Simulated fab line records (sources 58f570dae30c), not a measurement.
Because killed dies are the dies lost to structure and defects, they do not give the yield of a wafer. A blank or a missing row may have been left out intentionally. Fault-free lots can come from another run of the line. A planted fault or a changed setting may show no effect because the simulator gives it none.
8D (eight disciplines) problem report, filled in by code -- flow berkeley cmos170 -- the parts of the form that need people (team, actions taken, sign-off) are left out

## 1. THE PROBLEM
Wafers free of any fault read 2001 nm (standard deviation 26) for V1_TEOS_THK at UCB170_V1_THK_MEAS_01, against a mean of 2167 nm on 6 wafers of 2 lots. Measured from the usual mean, that is +6.4 standard deviations.
First observed at day 10 16:55: wafer L136.1, on film metro-02. The record holds 42 wafers of 14 lots with a number at this step. Rule for "out" (also "out of limits"): further than 4 standard deviations from the usual mean. The rest of the wafers with a number are treated as sound.

## 2. WHAT THIS IS AND IS NOT
question,is,is not
which readings at this step,V1_TEOS_THK,-
which lots,"L136, L138","L119, L120, L121, L122, L124, L125, L127, L128, L139, L140, L141, L142"
which wafers of those lots,all that have a number,-
read on which gauges,"film metro-01, film metro-02",film metro-03
when,from day 10 16:55,"up to then (24 sound wafers); but 12 sound wafers of L139, L140, L141, L142 came after"

## 3. WHAT RULES OUT EACH SUSPECT
Counting: a tool at a process step up to the reading stays a suspect if it ran every lot that is out and no sound lot after the first of them.
- the gauge at UCB170_V1_THK_MEAS_01: ruled out. 2 gauges (film metro-01, film metro-02) read the wafers that are out.
- pecvd-04 at UCB170_V1_CVD_00 (deposits SiO2 from TEOS/O2, target thk 2000 nm, time 250 s): kept. All lots that are out passed through it, beginning with L136 at day 10 16:46, and no sound lot followed; its final sound lot before that point was L127 at day 9 06:38. Its own run length s readings are out on those wafers.
Left after counting: pecvd-04 at UCB170_V1_CVD_00.

## 4. THE CAUSE (what the simulator had put in)
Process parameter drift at UCB170_V1_CVD_00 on pecvd-04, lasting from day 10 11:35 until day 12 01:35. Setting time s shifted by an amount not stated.
Only this tool survived the counting.

## 5. THE EFFECT CHAIN, in route order
One row per reading whose mean, taken over the struck wafers that have a number, lies over 3 standard deviations from the usual. Scope: only readings with a usual standard deviation given in the record; hours: median across lots of the time from each lot's start at the first step in this table that gives one to its start at this step; sigmas: change in usual standard deviations.
hours,step,reading,usual,on struck wafers,change,sigmas
0,UCB170_V1_CVD_00,run length s,277.7 s,298.6,+20.9,+50
0,UCB170_V1_THK_MEAS_01,V1_TEOS_THK,2001 nm,2167,+166,+6.4
The process steps in it:
- UCB170_V1_CVD_00: deposits SiO2 from TEOS/O2, target thk 2000 nm, time 250 s.
Later measuring or inspecting steps at which every struck wafer that the step has a row for has a number for every such reading, and none has moved that far: UCB170_V1_THK_MEAS_04.

## 6. HOW IT WOULD HAVE BEEN CAUGHT EARLIER
Counted from the fault's start at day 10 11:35, it took 5 hours until the first out-of-limits reading at a measuring or inspecting step in this record, taken at day 10 16:55.
The tool's own readings at UCB170_V1_CVD_00 were out on every struck wafer that the step has a row for (run length s): an alarm limit on them would have fired on the first of those.
L138, from the lots that are out (2), started UCB170_V1_CVD_00 on pecvd-04 later than day 10 16:55. A hold on the tool at that time would have spared it.
